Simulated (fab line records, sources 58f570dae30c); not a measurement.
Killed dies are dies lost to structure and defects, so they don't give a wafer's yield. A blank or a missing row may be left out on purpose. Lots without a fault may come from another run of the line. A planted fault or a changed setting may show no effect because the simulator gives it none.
Split-lot experiment | flow berkeley_cmos170 | 5 lots, 23 wafers read, on a route of 331 steps

THE SPLIT
At UCB170_NWELL_IMPLANT_14, the setting energy_kev was moved away from the recipe's 150 on 5 of the 23 wafers read, by -3.6% to +5.1%. The other wafers ran this setting at the recipe's value.

The reading is taken at the split's own step.

THE READING
implant.drp_nm (the simulator's own value, which no gauge read), in nm, at UCB170_NWELL_IMPLANT_14. The file gives no usual value for it.

wafer  | tool, chamber at the split | energy_kev as run | against the recipe | implant.drp_nm, nm | against lot-mates on the recipe
L075.1 | implanter-04, 0            | 157.6             | +5.1%              | 65.09              | +2.37
L075.2 | implanter-04, 0            | 157.6             | +5.1%              | 65.09              | +2.37
L075.5 | implanter-04, 0            | 157.6             | +5.1%              | 65.09              | +2.37
L075.3 | implanter-04, 0            | 150               | recipe             | 62.72              | -
L075.6 | implanter-04, 0            | 150               | recipe             | 62.72              | -
L076.1 | implanter-04, 0            | 150               | recipe             | 62.72              | -
L076.4 | implanter-04, 0            | 150               | recipe             | 62.72              | -
L076.5 | implanter-04, 0            | 150               | recipe             | 62.72              | -
L076.3 | implanter-04, 0            | 144.6             | -3.6%              | 60.95              | -1.77
L076.6 | implanter-04, 0            | 144.6             | -3.6%              | 60.95              | -1.77
L077.2 | implanter-03, 0            | 150               | recipe             | 62.72              | -
L077.3 | implanter-03, 0            | 150               | recipe             | 62.72              | -
L077.4 | implanter-03, 0            | 150               | recipe             | 62.72              | -
L077.5 | implanter-03, 0            | 150               | recipe             | 62.72              | -
L077.6 | implanter-03, 0            | 150               | recipe             | 62.72              | -
L079.1 | implanter-03, 0            | 150               | recipe             | 62.72              | -
L079.2 | implanter-03, 0            | 150               | recipe             | 62.72              | -
L079.3 | implanter-03, 0            | 150               | recipe             | 62.72              | -
L079.5 | implanter-03, 0            | 150               | recipe             | 62.72              | -
L079.6 | implanter-03, 0            | 150               | recipe             | 62.72              | -
L084.1 | implanter-04, 0            | 150               | recipe             | 62.72              | -
L084.3 | implanter-04, 0            | 150               | recipe             | 62.72              | -
L084.6 | implanter-04, 0            | 150               | recipe             | 62.72              | -

THE FIT
A straight line over all 23 wafers: implant.drp_nm changes by +0.475 nm for each +1% of energy_kev; r = +1.00; the points scatter about the line by 0.021 nm.
The same after taking each lot's own level away (the mean of its wafers on the recipe; 23 wafers): +0.475 nm for each +1%; r = +1.00; scatter 0.021 nm.
On that fit, the largest move of energy_kev shifts the reading by 2.4 nm.
The lots' own levels span 62.720 to 62.720 nm.
So the lot-to-lot level changes the slope little: the two slopes agree.
Check: with one of the wafers moved furthest among these (+5.1%) left out of the fit, the line predicts +2.4 nm for it against its lot-mates. It came out at +2.37 nm against them.

OTHER SPLITS ON THESE WAFERS
These wafers also went through other splits before the reading. Each is held against what the fit with the lots' levels taken away leaves over:
other split on the same wafers | wafers away from the commonest value | r with implant.drp_nm (lot level and that fit taken away)
UCB170_NWELL_COAT_07 spin_rpm  | 10                                   | -0.50

THE WHOLE CHAIN: every reading that the file lists as answering this split, in the file's order
step                    | what it does | reading                                                         | change (the file's fit)               | r (the file's)
UCB170_NWELL_IMPLANT_14 |              | implant.rp_nm (the simulator's own value, which no gauge read)  | +1.93 nm for each +1% of the setting  | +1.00
UCB170_NWELL_IMPLANT_14 |              | implant.drp_nm (the simulator's own value, which no gauge read) | +0.475 nm for each +1% of the setting | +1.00

THE FILE'S OWN FIT
implant.drp_nm changes by +0.475 nm for each +1% of energy_kev, r = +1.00.
